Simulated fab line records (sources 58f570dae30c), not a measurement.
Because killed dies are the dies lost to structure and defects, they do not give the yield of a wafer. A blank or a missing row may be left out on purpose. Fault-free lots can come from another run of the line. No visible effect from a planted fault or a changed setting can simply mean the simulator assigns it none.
fab line records    flow berkeley_cmos170
[record] lots = 14  wafers = 42  last_day = 12
route steps=331 shown PSD@182 SILICIDE@214 CONTACT@217
lots that met no fault: from a run of the same line without faults
start_h: hours from the record's first day to the start of the lot's first wafer shown    wait_h: hours elapsed since this lot's preceding step    " unchanged from the row above    L1.1+2: a single row standing in for several wafers    - no value, or no start given    * or withheld: withheld    < > ~ a bound
route shown NAME@n: names a module that has steps shown in the file, with the first one's number in the route    usual: mean/standard deviation taken from wafers without a fault    same: alike in all rows    chamber/n: place in a boat    sites: the reading at each site    _std_site: the standard deviation of these    _edge_site: inner sites' mean taken away from outer sites' mean    radius_mm: how far each site lies from the wafer's centre    mask NAME#n: copy n    behind: the last tool/chamber to shape the wafer    hold: cause of the lot's hold/its duration in hours/its outcome    device: whichever transistor did not switch (one of n, p or np)    end of line: tests run on the same wafers once the route is complete    a step given without rows: its recipe and nothing more    killed: dies that structure and defects cost at the first sort, which is not the same as the wafer's yield    map: per-die view of a wafer (x killed, . not killed, _ where there is no die)
set.NAME: setting as actually run; set.NAME@STEP: the setting as run at that earlier step    model.NAME: the simulator's own value behind a step, which no gauge read
steps of the route over a sample of lots; a table a step, a row a wafer
services: from which hour (start_h, from the record's first day; less than 0 if before it) a tool's chamber was out of use, for how many hours, and why
[[steps]]
[step UCB170_PSD_OVL_MEAS_07]
[usual] PSD_OVL = -1/4.9
lot.wafer  tool        chamber  start_h  wait_h  PSD_OVL[nm]
L324.2     overlay-02  -        137.89   0.1     -10
L324.4     "           -        "        "       -2
L324.6     "           -        "        "       -8
L325.3     overlay-02  -        138.17   0.1     -3
L325.5     "           -        "        "       1
L325.6     "           -        "        "       2
L327.1     overlay-02  -        150.41   0.1     -4
L327.5     "           -        "        "       -2
L327.6     "           -        "        "       -2
L329.1     overlay-02  -        160.25   0.1     2
L329.4     "           -        "        "       -3
L329.5     "           -        "        "       -3
L331.1     overlay-01  -        176.30   0.1     0
L331.4     "           -        "        "       5
L331.5     "           -        "        "       6
L330.3     overlay-02  -        176.56   0.1     3
L330.5     "           -        "        "       3
L330.6     "           -        "        "       3
L332.3     overlay-02  -        182.35   0.1     4
L332.4     "           -        "        "       5
L332.5     "           -        "        "       5
L333.3     overlay-02  -        192.38   0.1     2
L333.4     "           -        "        "       1
L333.6     "           -        "        "       -3
L334.2     overlay-01  -        192.41   0.1     -9
L334.3     "           -        "        "       -12
L334.4     "           -        "        "       -5
L335.1     overlay-02  -        204.02   0.1     -3
L335.3     "           -        "        "       -7
L335.5     "           -        "        "       -12
L337.1     overlay-01  -        204.17   0.1     3
L337.4     "           -        "        "       0
L337.6     "           -        "        "       7
L342.1     overlay-02  -        240.28   0.1     -2
L342.2     "           -        "        "       5
L342.3     "           -        "        "       8
L343.3     overlay-02  -        245.17   0.1     -10
L343.5     "           -        "        "       -4
L343.6     "           -        "        "       2
L346.2     overlay-02  -        256.37   0.1     10
L346.4     "           -        "        "       1
L346.6     "           -        "        "       4
[step UCB170_SILICIDE_RTA_04]
[recipe] temp_c = 650  time_s = 15  ambient = N2
[usual] lamp_power_pct = 10.25/0.25  wafer_temp_C_max = 652.4/0.85
lot.wafer  tool           chamber  start_h  wait_h  lamp_power_pct  wafer_temp_C_max
L324.2     rtp_anneal-02  0        143.93   0.1     10.03           652.5
L324.4     "              0        "        "       10.02           653.2
L324.6     "              0        "        "       10.02           652.8
L325.3     rtp_anneal-02  0        144.42   0.1     10.04           653.2
L325.5     "              0        "        "       10.02           652.5
L325.6     "              0        "        "       10.02           652.1
L327.1     rtp_anneal-01  0        154.95   0.1     10.54           651.5
L327.5     "              0        "        "       10.53           651.7
L327.6     "              0        "        "       10.53           652.3
L329.1     rtp_anneal-02  0        166.87   0.1     10.02           652.3
L329.4     "              0        "        "       10.03           653.3
L329.5     "              0        "        "       10.02           652.0
L331.1     rtp_anneal-01  0        183.42   0.1     10.54           651.6
L331.4     "              0        "        "       10.53           651.4
L331.5     "              0        "        "       10.52           651.4
L330.3     rtp_anneal-02  0        183.48   0.1     10.03           653.0
L330.5     "              0        "        "       10.03           652.5
L330.6     "              0        "        "       10.02           652.9
L332.3     rtp_anneal-02  0        186.58   0.1     10.02           653.4
L332.4     "              0        "        "       10.01           652.9
L332.5     "              0        "        "       10.03           654.1
L333.3     rtp_anneal-02  0        198.63   0.1     10.03           653.0
L333.4     "              0        "        "       10.03           653.5
L333.6     "              0        "        "       10.02           652.9
L334.2     rtp_anneal-01  0        198.81   0.1     10.53           651.6
L334.3     "              0        "        "       10.52           651.9
L334.4     "              0        "        "       10.52           651.7
L335.1     rtp_anneal-02  0        208.04   0.1     10.02           653.4
L335.3     "              0        "        "       10.02           653.5
L335.5     "              0        "        "       10.02           652.6
L337.1     rtp_anneal-02  0        208.42   0.1     10.02           652.6
L337.4     "              0        "        "       10.04           652.4
L337.6     "              0        "        "       10.04           652.3
L342.1     rtp_anneal-02  0        245.86   0.1     10.03           652.7
L342.2     "              0        "        "       10.01           652.8
L342.3     "              0        "        "       10.03           653.2
L343.3     rtp_anneal-01  0        251.89   0.1     10.51           651.3
L343.5     "              0        "        "       10.52           651.9
L343.6     "              0        "        "       10.52           650.8
L346.2     rtp_anneal-02  0        260.08   0.1     10.04           652.9
L346.4     "              0        "        "       10.03           652.8
L346.6     "              0        "        "       10.04           652.0
[step UCB170_CONTACT_CVD_01]
[recipe] material = PSG  target_thk_nm = 700  temp_c = 450  precursor = SiH4/O2/PH3  time_s = 2820  pressure_mtorr = 300  sih4_flow_sccm = 60  o2_flow_sccm = 90  ph3_flow_sccm = 25
[usual] pressure_mtorr = 300.0/0.55
lot.wafer  tool      chamber  start_h  wait_h  pressure_mtorr
L324.2     lpcvd-02  0        144.26   0.1     300.0
L324.4     "         0        "        "       300.6
L324.6     "         0        "        "       300.4
L325.3     lpcvd-01  0        146.60   1.9     299.7
L325.5     "         0        "        "       300.2
L325.6     "         0        "        "       299.7
L327.1     lpcvd-02  0        155.95   0.7     299.6
L327.5     "         0        "        "       299.1
L327.6     "         0        "        "       300.9
L329.1     lpcvd-01  1        167.21   0.0     300.0
L329.4     "         1        "        "       300.1
L329.5     "         1        "        "       301.0
L331.1     lpcvd-01  0        183.69   0.0     300.3
L331.4     "         0        "        "       300.3
L331.5     "         0        "        "       300.6
L330.3     lpcvd-02  1        183.79   0.1     300.8
L330.5     "         1        "        "       300.1
L330.6     "         1        "        "       300.3
L332.3     lpcvd-01  0        186.84   0.0     300.1
L332.4     "         0        "        "       300.2
L332.5     "         0        "        "       300.4
L333.3     lpcvd-02  1        199.28   0.0     300.6
L333.4     "         1        "        "       300.8
L333.6     "         1        "        "       300.4
L334.2     lpcvd-01  1        200.59   1.0     300.2
L334.3     "         1        "        "       300.0
L334.4     "         1        "        "       299.4
L335.1     lpcvd-02  0        208.36   0.0     298.9
L335.3     "         0        "        "       299.9
L335.5     "         0        "        "       299.7
L337.1     lpcvd-02  1        210.14   1.2     299.9
L337.4     "         1        "        "       299.2
L337.6     "         1        "        "       299.5
L342.1     lpcvd-01  0        246.16   0.0     450.6
L342.2     "         0        "        "       450.1
L342.3     "         0        "        "       450.3
L343.3     lpcvd-01  1        252.14   0.0     450.2
L343.5     "         1        "        "       449.2
L343.6     "         1        "        "       449.7
L346.2     lpcvd-02  1        260.34   0.0     300.6
L346.4     "         1        "        "       299.1
L346.6     "         1        "        "       299.3
[step UCB170_CONTACT_THK_MEAS_02]
[recipe] reads = PSG_of_CONTACT_CVD_01
[usual] CONTACT_PSG_THK = 699/6.5
lot.wafer  tool           chamber  start_h  wait_h  CONTACT_PSG_THK[nm]
L324.2     film_metro-04  -        146.95   0.0     711
L324.4     "              -        "        "       706
L324.6     "              -        "        "       709
L325.3     film_metro-04  -        148.40   0.0     698
L325.5     "              -        "        "       698
L325.6     "              -        "        "       701
L327.1     film_metro-03  -        157.73   0.0     698
L327.5     "              -        "        "       695
L327.6     "              -        "        "       704
L329.1     film_metro-04  -        169.00   0.0     693
L329.4     "              -        "        "       692
L329.5     "              -        "        "       692
L331.1     film_metro-04  -        185.48   0.0     687
L331.4     "              -        "        "       693
L331.5     "              -        "        "       684
L330.3     film_metro-01  -        185.59   0.0     693
L330.5     "              -        "        "       693
L330.6     "              -        "        "       695
L332.3     film_metro-03  -        188.64   0.0     702
L332.4     "              -        "        "       698
L332.5     "              -        "        "       701
L333.3     film_metro-04  -        201.08   0.0     697
L333.4     "              -        "        "       697
L333.6     "              -        "        "       695
L334.2     film_metro-01  -        202.38   0.0     701
L334.3     "              -        "        "       695
L334.4     "              -        "        "       702
L335.1     film_metro-01  -        210.15   0.0     702
L335.3     "              -        "        "       701
L335.5     "              -        "        "       698
L337.1     film_metro-01  -        211.92   0.0     696
L337.4     "              -        "        "       698
L337.6     "              -        "        "       698
L342.1     film_metro-01  -        247.95   0.0     858
L342.2     "              -        "        "       859
L342.3     "              -        "        "       863
L343.3     film_metro-03  -        253.94   0.0     864
L343.5     "              -        "        "       862
L343.6     "              -        "        "       860
L346.2     film_metro-03  -        262.14   0.0     709
L346.4     "              -        "        "       707
L346.6     "              -        "        "       715
[step UCB170_CONTACT_STRIP_06]
[recipe] chemistry = O2  power_w = 400  pressure_mtorr = 3500  platen_temp_c = withheld  o2_flow_sccm = 400  overash_fraction = 0.5
[usual] drypump_motor_current_A = 5.7/0.43  oes_product_au = 0.734/0.0043  strip_time_to_endpoint_s = 21.95/0.064
lot.wafer  tool             chamber  start_h  wait_h  drypump_motor_current_A  oes_product_au  rf_hours_counter_h  strip_time_to_endpoint_s
L324.2     plasma_asher-01  1        147.45   0.1     5.1                      0.727           3                   21.87
L324.4     "                1        "        "       5.1                      0.733           -                   21.93
L324.6     "                1        "        "       5.1                      0.731           -                   21.91
L325.3     plasma_asher-01  0        149.18   0.1     5.6                      0.733           -                   21.95
L325.5     "                1        "        "       5.1                      0.735           -                   21.95
L325.6     "                0        "        "       5.6                      0.732           -                   21.90
L327.1     plasma_asher-03  0        158.24   0.1     5.6                      0.728           49                  21.91
L327.5     "                0        "        "       5.6                      0.734           -                   21.92
L327.6     "                1        "        "       6.0                      0.738           -                   21.97
L329.1     plasma_asher-03  0        169.69   0.1     5.6                      0.737           50                  21.98
L329.4     "                0        "        "       5.6                      0.734           -                   21.98
L329.5     "                1        "        "       6.0                      0.735           -                   21.94
L331.1     plasma_asher-03  0        185.99   0.1     5.6                      0.730           51                  21.86
L331.4     "                1        "        "       6.0                      0.727           -                   21.92
L331.5     "                1        "        "       6.0                      0.734           -                   21.90
L330.3     plasma_asher-04  0        186.11   0.1     5.1                      0.732           -                   21.90
L330.5     "                0        "        "       5.1                      0.734           -                   21.95
L330.6     "                1        "        "       6.3                      0.737           -                   21.86
L332.3     plasma_asher-03  1        189.17   0.1     6.0                      0.733           -                   22.00
L332.4     "                0        "        "       5.6                      0.736           -                   21.89
L332.5     "                1        "        "       6.0                      0.732           -                   21.92
L333.3     plasma_asher-04  0        201.60   0.1     5.1                      0.731           -                   21.93
L333.4     "                1        "        "       6.3                      0.734           -                   21.93
L333.6     "                1        "        "       6.3                      0.726           -                   21.88
L334.2     plasma_asher-04  0        202.88   0.1     5.1                      0.735           41                  21.97
L334.3     "                1        "        "       6.3                      0.741           -                   21.98
L334.4     "                0        "        "       5.1                      0.735           -                   22.00
L335.1     plasma_asher-01  1        210.66   0.1     5.1                      0.732           10                  21.85
L335.3     "                0        "        "       5.6                      0.732           -                   21.96
L335.5     "                0        "        "       5.6                      0.738           -                   21.97
L337.1     plasma_asher-01  1        212.44   0.1     5.1                      0.734           10                  22.06
L337.4     "                0        "        "       5.6                      0.734           -                   21.96
L337.6     "                0        "        "       5.6                      0.734           -                   22.02
L342.1     plasma_asher-04  0        248.46   0.1     5.1                      0.726           46                  22.02
L342.2     "                1        "        "       6.4                      0.734           46                  22.09
L342.3     "                0        "        "       5.1                      0.740           -                   22.06
L343.3     plasma_asher-03  1        254.47   0.1     6.0                      0.746           -                   21.85
L343.5     "                0        "        "       5.6                      0.733           -                   21.93
L343.6     "                1        "        "       6.0                      0.739           -                   21.84
L346.2     plasma_asher-01  1        262.90   0.1     5.1                      0.741           15                  21.95
L346.4     "                1        "        "       5.1                      0.733           -                   22.03
L346.6     "                1        "        "       5.1                      0.733           -                   22.07
[step UCB170_CONTACT_ETCH_18]
[recipe] chemistry = CHF3/CF4/Ar  target = PSG  stop_on = TiSi2  CHF3_flow_sccm = 45  cf4_flow_sccm = 15  Ar_flow_sccm = 150  pressure_mtorr = 200  rf_w = 700  target_depth_a = 8400  over_etch_frac = 0.2  time_s = 195
[usual] drypump_motor_current_A = 5.8/0.46  mfc_ar_sccm = 150.0/0.42  oes_product_au = 0.897/0.015  rf_fwd_power_W = 697.4/1.9  throttle_valve_pct = 6.95/0.11
lot.wafer  tool         chamber  start_h  wait_h  drypump_motor_current_A  mfc_ar_sccm  oes_product_au  rf_fwd_power_W  rf_hours_counter_h  throttle_valve_pct
L324.2     rie_diel-04  3        -        -       4.8                      150.4        0.919           699.7           144                 6.95
L324.4     "            2        "        "       5.7                      149.3        0.908           695.7           11                  6.88
L324.6     "            2        "        "       5.8                      149.8        0.917           694.8           -                   6.88
L325.3     rie_diel-04  1        -        -       6.1                      150.2        0.907           695.5           91                  6.69
L325.5     "            0        "        "       5.5                      150.4        0.911           696.3           -                   7.02
L325.6     "            3        "        "       4.8                      150.6        0.911           697.2           -                   6.94
L327.1     rie_diel-04  2        -        -       5.8                      149.9        0.908           698.8           11                  6.87
L327.5     "            0        "        "       5.5                      149.8        0.915           698.9           -                   7.01
L327.6     "            1        "        "       6.1                      149.0        0.909           697.3           -                   6.70
L329.1     rie_diel-03  0        -        -       6.6                      149.4        0.879           696.6           40                  7.00
L329.4     "            3        "        "       5.8                      150.7        0.880           699.2           39                  6.90
L329.5     "            2        "        "       5.5                      150.3        0.884           700.5           -                   6.98
L331.1     rie_diel-03  0        -        -       6.6                      149.3        0.874           697.1           41                  7.02
L331.4     "            2        "        "       5.6                      150.7        0.891           697.0           137                 6.97
L331.5     "            1        "        "       6.2                      149.8        0.906           696.4           -                   7.12
L330.3     rie_diel-04  1        -        -       6.1                      150.2        0.905           697.9           93                  6.68
L330.5     "            0        "        "       5.5                      149.5        0.907           698.9           -                   6.99
L330.6     "            1        "        "       6.1                      149.7        0.908           697.8           -                   6.70
L332.3     rie_diel-03  1        -        -       6.2                      150.6        0.935           698.1           14                  7.13
L332.4     "            2        "        "       5.5                      149.9        0.894           697.0           137                 6.95
L332.5     "            3        "        "       5.8                      150.1        0.887           699.7           -                   6.92
L333.3     rie_diel-03  1        -        -       6.2                      149.9        0.922           696.6           14                  7.13
L333.4     "            2        "        "       5.5                      149.7        0.894           694.2           137                 6.96
L333.6     "            1        "        "       6.2                      150.1        0.913           694.2           -                   7.14
L334.2     rie_diel-04  0        -        -       5.5                      149.7        0.906           697.9           18                  7.00
L334.3     "            2        "        "       5.7                      150.8        0.902           694.3           14                  6.88
L334.4     "            1        "        "       6.1                      150.6        0.912           695.0           94                  6.67
L335.1     rie_diel-02  2        -        -       5.4                      150.3        0.894           695.9           17                  7.02
L335.3     "            3        "        "       5.7                      149.9        0.893           696.3           64                  6.95
L335.5     "            3        "        "       5.7                      149.8        0.892           696.3           -                   6.95
L337.1     rie_diel-04  1        -        -       6.1                      150.6        0.898           697.6           94                  6.69
L337.4     "            0        "        "       5.4                      149.6        0.915           696.1           -                   7.00
L337.6     "            1        "        "       6.2                      150.3        0.909           700.9           -                   6.67
L342.1     rie_diel-03  3        -        -       5.8                      149.7        0.983           695.9           42                  6.92
L342.2     "            2        "        "       5.5                      149.7        1.007           698.7           140                 6.95
L342.3     "            0        "        "       6.6                      149.4        1.003           699.0           44                  7.01
L343.3     rie_diel-02  0        -        -       5.9                      150.2        0.988           698.2           73                  6.90
L343.5     "            2        "        "       5.5                      149.8        0.998           697.5           -                   7.02
L343.6     "            1        "        "       6.1                      150.0        0.971           701.4           -                   7.09
L346.2     rie_diel-02  0        -        -       5.9                      150.8        0.888           696.3           73                  6.90
L346.4     "            1        "        "       6.1                      149.9        0.875           697.8           10                  7.08
L346.6     "            3        "        "       5.7                      150.2        0.914           697.9           -                   6.97
[[services]]
tool             chamber  start_h  hours  kind
plasma_asher-04  -        132.72   7.5    repair
plasma_asher-01  -        135.29   4.2    repair
rie_diel-03      -        145.04   0.3    repair
plasma_asher-01  -        145.96   1.3    repair
lpcvd-02         -        157.73   2.8    pm
rie_diel-02      -        165.63   15.6   pm
rie_diel-04      -        170.36   1.6    repair
plasma_asher-03  -        179.76   2.8    pm
lpcvd-02         -        195.50   1.6    repair
rie_diel-04      3        207.67   -      clean
rie_diel-04      3        207.67   22.4   scheduled_down
rie_diel-04      3        207.67   22.4   vent_cycle
plasma_asher-01  -        224.92   3.4    repair
rie_diel-04      -        234.14   0.5    repair
rtp_anneal-01    -        238.84   5.1    pm
plasma_asher-03  -        238.95   1.1    repair
plasma_asher-04  -        239.77   2.8    pm
rie_diel-03      2        252.10   -      clean
rie_diel-03      2        252.10   11.3   scheduled_down
rie_diel-03      2        252.10   11.3   vent_cycle
plasma_asher-03  -        259.13   2.4    repair
[[key]]
[first_sign] step = UCB170_CONTACT_CVD_01  reading = pressure_mtorr  direction = up  sigmas = 99+  usual = 300.0  struck = 450.0
[effect] step = UCB170_CONTACT_THK_MEAS_02  reading = CONTACT_PSG_THK  direction = up  sigmas = 25  usual = 699  struck = 861
[effect] step = UCB170_CONTACT_ETCH_18  reading = oes_product_au  direction = up  sigmas = 6.3  usual = 0.897  struck = 0.992
met_at UCB170_CONTACT_CVD_01
struck_lots L342,L343
rows_end L342.2
later_rows_left_out L342.1,L342.3,L343.3,L343.5,L343.6
sort_left_out L342.1,L342.3,L343.3,L343.5,L343.6
tester_left_out L342,L343
not_acting_at UCB170_PSD_OVL_MEAS_07,UCB170_SILICIDE_RTA_04,UCB170_CONTACT_STRIP_06
onset_between 200.59 246.16
[fault] kind = process_parameter_drift  tool = lpcvd-01  chamber = -  onset_h = 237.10  steps = UCB170_CONTACT_CVD_01  channel = pressure_mtorr  offset = 150  shape = step  end_h = 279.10  acts_in = these_recipes_only  stated = 300
// tester_left_out: of these lots the tester's yield and bins aren't shown, on N5 and GAA mostly nor the transistor test; their killed dies are dies lost to structure and defects alone, not to doping, threshold or leakage, so they don't give the yield
// sort_left_out: the simulated sort isn't trusted on such a fault, so these wafers' sort isn't shown, and their yield isn't known
// later_rows_left_out: the simulator's readings of these wafers behind a module that went badly wrong aren't trusted and aren't shown, but for the sort
// rows_end: these wafers met a further fault down the route, and their rows from its step on are left out
